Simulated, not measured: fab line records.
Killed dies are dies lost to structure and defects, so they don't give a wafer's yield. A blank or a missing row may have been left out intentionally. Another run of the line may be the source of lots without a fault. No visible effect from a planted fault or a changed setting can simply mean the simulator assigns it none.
The tool behind it: which one?    flow rit cmos    21 wafers from 7 lots sampled at 2 of the route's 202 steps

## WHAT EACH GAUGE READ, for each wafer
RIT_SDANNEAL_RS_MEAS_07: the measuring method here is four-point-probe.
lot   measured     on             NLDD_RS (ohm/sq)
L612  day 4 03:47  film metro-04  150.6 150.4 150.7
L616  day 4 19:55  film metro-02  152.2 151.9 151.7
L619  day 5 11:19  film metro-03  151.3 150.8 151.6
L621  day 6 01:21  film metro-02  152.3 152.0 152.4
L625  day 6 16:16  film metro-02  - - -
L630  day 7 14:40  film metro-04  152.0 151.9 151.8
L632  day 8 02:31  film metro-04  151.6 151.4 151.9

## WHICH TOOL RAN EACH LOT (tool, then ch and the chambers of the sampled wafers, then the start)
lot   RIT_NLDD_IMPLANT_08
L612  implanter-01 ch 0, day 3 19:24
L616  implanter-02 ch 0, day 4 10:46
L619  implanter-02 ch 0, day 5 03:20
L621  implanter-02 ch 0, day 5 17:09
L625  implanter-01 ch 0, day 6 07:23
L630  implanter-04 ch 0, day 7 06:31
L632  implanter-02 ch 0, day 7 18:20
- RIT_NLDD_IMPLANT_08

## THE ANSWER, worked out from the rows above alone
Rule: usual is defined by the lots themselves. The widest of any qualifying gaps counts: lots, ordered by their means at a reading, are off when they make up no more than a third of the lots, leave a main group of 4 or more, and stand apart from it by 3 or more times the standard deviation of that group's means. A main group is skipped when, at the precision printed for the reading in the tables above, its means are all equal. Also off: a lot with no number at a reading for which 4 or more lots have one. The other lots that the step has rows for count as sound.
Off: L625, at RIT_SDANNEAL_RS_MEAS_07 (NLDD_RS). Without a number there: L625. For the main group the mean is 151.6 ohm/sq and the standard deviation 0.55.
If a tool, at a process step before that reading, ran all the lots that are off and no sound lot after the first of them, it fits. Gauges at RIT_SDANNEAL_RS_MEAS_07: tried the same way as those tools. Can't be told from this: 2 tools fit, implanter-01 at RIT_NLDD_IMPLANT_08, film metro-02 at RIT_SDANNEAL_RS_MEAS_07.

## WHAT THE SIMULATOR PUT IN
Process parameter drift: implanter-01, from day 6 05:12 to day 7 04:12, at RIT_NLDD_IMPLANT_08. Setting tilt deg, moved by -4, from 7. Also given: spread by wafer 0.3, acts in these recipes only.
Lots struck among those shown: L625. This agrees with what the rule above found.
